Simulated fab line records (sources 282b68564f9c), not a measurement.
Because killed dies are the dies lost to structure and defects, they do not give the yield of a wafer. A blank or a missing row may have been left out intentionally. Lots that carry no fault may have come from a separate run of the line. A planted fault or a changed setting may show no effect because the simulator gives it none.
Which tool was responsible? ; flow rit cmos ; 15 lots with 45 wafers sampled at 5 steps, on a route of 202 steps

WHAT THE GAUGES SHOWED, per wafer
RIT_PWELL_OVL_MEAS_06. Usual: PWELL_OVL gives -0.1 nm (standard deviation 1.4).
lot;measured;on;PWELL_OVL (nm);flag
L338;day 1 22:23;overlay-02;1.0 1.2 -1.4;
L339;day 2 06:09;overlay-01;-0.8 0.4 -0.2;
L342;day 3 01:41;overlay-01;-2.7 -0.7 -1.1;
L343;day 3 06:41;overlay-01;-1.6 -1.6 0.1;
L344;day 3 10:08;overlay-02;1.6 0.7 0.9;
L345;day 3 15:49;overlay-02;1.2 0.3 -0.2;
L348;day 4 09:25;overlay-01;0.8 1.0 -1.2;
L349;day 4 12:05;overlay-02;-1.2 0.3 1.7;
L351;day 4 21:16;overlay-01;0.8 0.6 -2.4;
L352;day 4 23:45;overlay-02;0.0 0.2 0.1;
L353;day 5 04:29;overlay-01;-0.4 0.1 -0.9;
L354;day 5 08:37;overlay-01;-4.4 -1.6 0.5;
L355;day 5 12:37;overlay-02;0.1 0.6 -0.8;
L357;day 5 22:56;overlay-02;0.4 2.3 2.1;
L360;day 6 14:00;overlay-02;-1.3 2.3 -0.2;

RIT_PRETRO_OVL_MEAS_06. Usual: PRETRO_OVL gives -0.5 nm (standard deviation 1.4).
lot;measured;on;PRETRO_OVL (nm);flag
L338;day 2 07:20;overlay-01;0.6 0.0 -1.2;
L339;day 2 16:32;overlay-02;0.6 -0.9 1.2;
L342;day 3 12:00;overlay-02;-1.8 1.3 1.1;
L343;day 3 16:03;overlay-01;-5.0 -1.9 -3.2;
L344;day 3 20:11;overlay-01;-0.9 -1.4 -0.3;
L345;day 4 01:42;overlay-02;1.5 1.0 -0.7;
L348;day 4 18:04;overlay-01;-1.9 0.0 -1.8;
L349;day 4 21:18;overlay-01;-2.1 -2.2 -1.9;
L351;day 5 06:43;overlay-01;0.9 0.0 -0.6;
L352;day 5 09:02;overlay-02;-0.9 -0.9 -0.1;
L353;day 5 13:57;overlay-01;- - -;OFF
L354;day 5 18:13;overlay-02;- - -;OFF
L355;day 5 22:24;overlay-02;- - -;OFF
L357;day 6 08:17;overlay-02;-0.7 -1.4 -1.9;
L360;day 6 22:50;overlay-02;0.1 -2.4 1.6;

RIT_PLDD_TW_MEAS_10. Usual: PLDD_TW gives 2344 (standard deviation 13).
lot;measured;on;PLDD_TW;flag
L338;day 3 04:05;film metro-01;2313 2312 2307;
L339;day 3 09:40;film metro-02;2354 2354 2349;
L342;day 4 07:11;film metro-02;2356 2346 2346;
L343;day 4 12:25;film metro-03;2366 2355 2348;
L344;day 4 15:04;film metro-03;2350 2350 2355;
L345;day 4 18:55;film metro-03;2350 2343 2352;
L348;day 5 08:26;film metro-03;2346 2346 2344;
L349;day 5 12:33;film metro-03;2334 2332 2330;
L351;day 5 22:42;film metro-03;2351 2337 2323;
L352;day 5 23:07;film metro-01;2336 2341 2340;
L353;day 6 04:59;film metro-03;2353 2343 2358;
L354;day 6 08:19;film metro-03;2358 2347 2350;
L355;day 6 11:50;film metro-03;2349 2345 2356;
L357;day 6 23:16;film metro-02;2356 2349 2365;
L360;day 7 15:28;film metro-03;2344 2368 2363;

TOOL THAT RAN EACH LOT (tool first, then ch and the chambers of the sampled wafers, then the start)
lot;RIT_NWELL_STRIP_09;RIT_PRETRO_EXPOSE_03
L338;plasma asher-04 ch 0,1, day 1 21:09;iline stepper-02 ch 0, day 2 06:54
L339;plasma asher-01 ch 0,1, day 2 04:54;iline stepper-01 ch 0, day 2 16:07
L342;plasma asher-03 ch 0,1, day 3 00:26;iline stepper-01 ch 0, day 3 11:35
L343;plasma asher-03 ch 0,1, day 3 05:29;iline stepper-01 ch 0, day 3 15:39
L344;plasma asher-04 ch 0,1, day 3 09:01;iline stepper-02 ch 0, day 3 19:46
L345;plasma asher-03 ch 0,1, day 3 14:34;iline stepper-02 ch 0, day 4 01:16
L348;plasma asher-04 ch 0,1, day 4 08:13;iline stepper-02 ch 0, day 4 17:35
L349;plasma asher-03 ch 0,1, day 4 10:50;iline stepper-02 ch 0, day 4 20:53
L351;plasma asher-01 ch 0, day 4 20:01;iline stepper-01 ch 0, day 5 06:11
L352;plasma asher-01 ch 0,1, day 4 22:18;iline stepper-02 ch 0, day 5 08:37
L353;plasma asher-03 ch 0, day 5 03:22;iline stepper-02 ch 0, day 5 13:31
L354;plasma asher-04 ch 0,1, day 5 07:33;iline stepper-02 ch 0, day 5 17:49
L355;plasma asher-01 ch 0,1, day 5 11:30;iline stepper-02 ch 0, day 5 21:59
L357;plasma asher-01 ch 0,1, day 5 21:35;iline stepper-01 ch 0, day 6 07:45
L360;plasma asher-01 ch 0,1, day 6 12:46;iline stepper-01 ch 0, day 6 22:25
- RIT_NWELL_STRIP_09: strips in O2, time 180 s.
- RIT_PRETRO_EXPOSE_03: exposes mask M5, target cd 43700 nm.

AS READ BY THE TOOLS THEMSELVES (means over the sampled wafers that have a number; for cases with no such wafer, the mark the record gives instead)
RIT_NWELL_STRIP_09. Usual: 5.68 A for drypump motor current A, sd 0.28.
lot;tool;drypump motor current A (A);flag
L338;plasma asher-04;5.44;
L339;plasma asher-01;5.85;
L342;plasma asher-03;5.51;
L343;plasma asher-03;5.49;
L344;plasma asher-04;5.44;
L345;plasma asher-03;5.62;
L348;plasma asher-04;5.60;
L349;plasma asher-03;5.61;
L351;plasma asher-01;5.73;
L352;plasma asher-01;5.84;
L353;plasma asher-03;5.40;
L354;plasma asher-04;5.40;
L355;plasma asher-01;5.84;
L357;plasma asher-01;5.95;
L360;plasma asher-01;5.95;

THE ANSWER, worked out from the rows above alone
Rule: a lot is off if the mean of its wafers that have a number lies more than 3 standard deviations from the usual mean. Also off: a lot with no number at a reading for which 4 or more lots have one. Where the step has rows for the other lots, those lots are counted as sound. After the gauges, taken in route order, come the tools' own readings; for these a lot's mean is taken, as printed above. At the first step where some lot is off, the reading lying furthest off is the one used; lots without a number count as furthest.
Off: at RIT_PRETRO_OVL_MEAS_06 (PRETRO_OVL), L353, L354, L355. Without a number there: L353, L354, L355.
A tool fits if, at a process step before that reading, it ran every lot that is off, and no sound lot after the first of them. Those tools and the gauges at RIT_PRETRO_OVL_MEAS_06 are tried in the same way. One fits: iline stepper-02 at RIT_PRETRO_EXPOSE_03. A fault onset in the window from L352 (day 5 08:37, its last sound lot) to L353 (day 5 13:31, its first lot off) fits.

WHAT THE SIMULATOR PUT IN
Scanner matching overlay: iline stepper-02, from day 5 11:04 on, at RIT_PRETRO_EXPOSE_03. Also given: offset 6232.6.
Struck lots among those shown: L353, L354, L355. The rule given above showed the same thing.
